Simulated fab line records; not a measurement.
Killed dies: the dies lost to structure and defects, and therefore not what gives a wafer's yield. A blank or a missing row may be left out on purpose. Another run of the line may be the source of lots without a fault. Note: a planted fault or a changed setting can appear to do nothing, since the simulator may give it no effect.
Code-filled problem report in 8D (eight disciplines) form	flow berkeleyCmos170	the parts of the form that need people (team, actions taken, sign-off) are left out

## 1. THE PROBLEM
M1_AL_RS at UCB170_M1_RS_MEAS_01 reads a mean of 0.0575 ohm/sq on 6 wafers of 2 lots; wafers without a fault read 0.0486 ohm/sq with a standard deviation of 0.00058. That puts it +15 standard deviations away from the usual mean.
The step: measures by four-point-probe.
First observed at day 10 17:31: wafer L547.1, on filmMetro-01. The record has a number at this step for 42 wafers belonging to 14 lots. The rule behind "out" and "out of limits": a value lying over 4 standard deviations away from the usual mean. The rest of the wafers with a number are treated as sound.

## 2. WHAT IT IS; WHAT IT IS NOT
question	is	is not
which readings at this step	M1_AL_RS	-
which lots	L547, L550	L529, L532, L533, L535, L536, L538, L540, L542, L544, L545, L548, L551
which wafers of those lots	all that have a number	-
read on which gauges	filmMetro-01, filmMetro-04	filmMetro-02
when	from day 10 17:31	up to then (33 sound wafers); but 3 sound wafers of L551 came after

## 3. WHAT RULES OUT EACH SUSPECT
Counting: a tool stays on the suspect list if, at a process step up to the reading, it processed all lots that are out and no sound lot following the first of them.
- the gauge at UCB170_M1_RS_MEAS_01 is ruled out. Those wafers that are out were read across 2 gauges (filmMetro-01, filmMetro-04).
- pvdSputter-03 at UCB170_M1_SPUTTER_00 (material Al, target thk 600 nm, time 80 s): kept. Every lot that is out went through it, starting with L547 (day 10 17:27), and after that it ran no sound lot; the last sound lot it ran before then is L544 (day 10 08:55).
After counting, what remains is pvdSputter-03 at UCB170_M1_SPUTTER_00.

## 4. THE CAUSE (what the simulator had put in)
Site profile drift: pvdSputter-03, from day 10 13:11 on, at UCB170_M1_SPUTTER_00. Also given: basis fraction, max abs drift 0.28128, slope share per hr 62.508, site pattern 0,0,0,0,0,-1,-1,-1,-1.
After counting, this tool was the only one left.

## 5. THE CHAIN OF EFFECTS, in route order
One row per reading whose mean, taken over the struck wafers that have a number, lies over 3 standard deviations from the usual. Scope: only readings with a usual standard deviation given in the record; hours: median across lots of the time from each lot's start at the first step in this table that gives one to its start at this step; sigmas: change in usual standard deviations.
hours	step	reading	usual	on struck wafers	change	sigmas
0	UCB170_M1_RS_MEAS_01	M1_AL_RS	0.0486 ohm/sq	0.0575	+0.0089	+15
0	UCB170_M1_THK_MEAS_02	M1_AL_THK	605 nm	526	-78	-9.6

## 6. HOW IT WOULD HAVE BEEN CAUGHT EARLIER
Counted from the fault's start at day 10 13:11, it took 4 hours until the first out-of-limits reading at a measuring or inspecting step in this record, taken at day 10 17:31.
No tool reading at UCB170_M1_SPUTTER_00 that has a usual standard deviation in the record was out on any struck wafer, so an alarm limit of 4 standard deviations on those readings would not have fired.
L550, from the lots that are out (2), started UCB170_M1_SPUTTER_00 on pvdSputter-03 later than day 10 17:31. It would have been spared by a hold on the tool at that moment.
